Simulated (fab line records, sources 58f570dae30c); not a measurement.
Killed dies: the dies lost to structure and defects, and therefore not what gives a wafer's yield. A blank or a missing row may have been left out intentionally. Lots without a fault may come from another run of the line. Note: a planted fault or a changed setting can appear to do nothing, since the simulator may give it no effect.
Comparing a struck lot with a sound one	flow berkeley cmos170	15 out of 331 route steps
Sound: wafers L619.1, L619.2, L619.3. Struck: wafers L625.2, L625.3, L625.6. The cause is given at the end.
Per side, at each step with rows, come the tool, then ch with its chambers, and then its first start. Under that, the readings that differ: sound wafers	struck wafers	difference of the means	sigmas: that difference in standard deviations of wafers without a fault.
alike: same words and numbers on both sides, and readings whose means sit less than 2 such deviations apart. not compared: any withheld reading, any reading some wafer has no value for, any bound like >300 that may hide the same value, and any number with overlapping values for which the record gives no deviation.
Wherever a step has rows on one side only, a row that says differs or no value, or a row with sigmas, the two part there. When numbers do not overlap yet have no deviation, they are printed without sigmas and do not part them. A reading missing from all wafers of one side parts the sides only when that side holds two or more wafers.

UCB170_SPACER_CVD_00: deposits SiO2 from TEOS/O2, target thk 376 nm, time 47 s.
  sound on pecvd-03 ch 0,1,2, day 9 08:15; struck on pecvd-03 ch 0,1, day 10 00:34
  alike: heater power w
  not compared: since wet clean h
UCB170_SPACER_THK_MEAS_01:
  sound: film metro-04 at day 9 08:18; struck: film metro-04 at day 10 00:38
  alike: SPACER_TEOS_THK
then, 1 step without rows for these wafers: UCB170_SPACER_ANNEAL_02 (time 1800 s).
UCB170_SPACER_ETCHBACK_03: etches SiO2 in CHF3/CF4/Ar, stops on Si, target depth 376 nm, time 100 s.
  sound on rie diel-01 ch 0,1,2, day 9 15:21; struck on rie diel-04 ch 0,1,2, day 10 07:49
reading	sound	struck	difference	sigmas
oes product au (a.u.)	0.901 0.890 0.891	0.917 0.916 0.932	+0.028	+2
  alike: CHF3_flow_sccm, drypump motor current A, mfc ar sccm, throttle valve pct
  not compared: rf hours counter h
then, 6 steps without rows for these wafers: UCB170_PSD_HMDS_00 (prime time 60 s); UCB170_PSD_COAT_01 (resist thk 900 nm); UCB170_PSD_SOFTBAKE_02 (time 60 s); UCB170_PSD_EXPOSE_03 (exposes mask PSELECT MOD, target cd 1200 nm); UCB170_PSD_PEB_04; UCB170_PSD_DEVELOP_05 (develop time 45 s).
UCB170_PSD_CD_MEAS_06: target cd 1200 nm.
  sound: cd sem-02 at day 9 17:38; struck: cd sem-02 at day 10 09:02
  alike: cd nm
UCB170_PSD_OVL_MEAS_07:
  sound: overlay-02 at day 9 17:45; struck: overlay-01 at day 10 09:08
  alike: PSD_OVL
UCB170_PSD_IMPLANT_08:
  sound on implanter-04 ch 0, day 9 17:47; struck on implanter-02 ch 0, day 10 09:12
reading	sound	struck	difference	sigmas
beam energy keV	19.983 20.002 19.991	20.457 20.457 20.452	+0.463	+76
model.implant.drp nm (nm)	28.34 28.34 28.34	28.82 28.82 28.82	+0.48	
  alike: beam on s
UCB170_PSD_STRIP_09: strips in O2.
  sound on plasma asher-01 ch 0,1, day 9 17:56; struck on plasma asher-03 ch 0, day 10 09:19
  alike: drypump motor current A, oes product au, strip time to endpoint s
  not compared: rf hours counter h
UCB170_M3_PROBE_99:
  record: rows for the struck wafers here (prober-02, day 11 18:13), none for the sound ones

## WHERE THEY PART
Last at UCB170_M3_PROBE_99 as far as this record goes, first at UCB170_SPACER_ETCHBACK_03.

WHY: what the simulator had put in
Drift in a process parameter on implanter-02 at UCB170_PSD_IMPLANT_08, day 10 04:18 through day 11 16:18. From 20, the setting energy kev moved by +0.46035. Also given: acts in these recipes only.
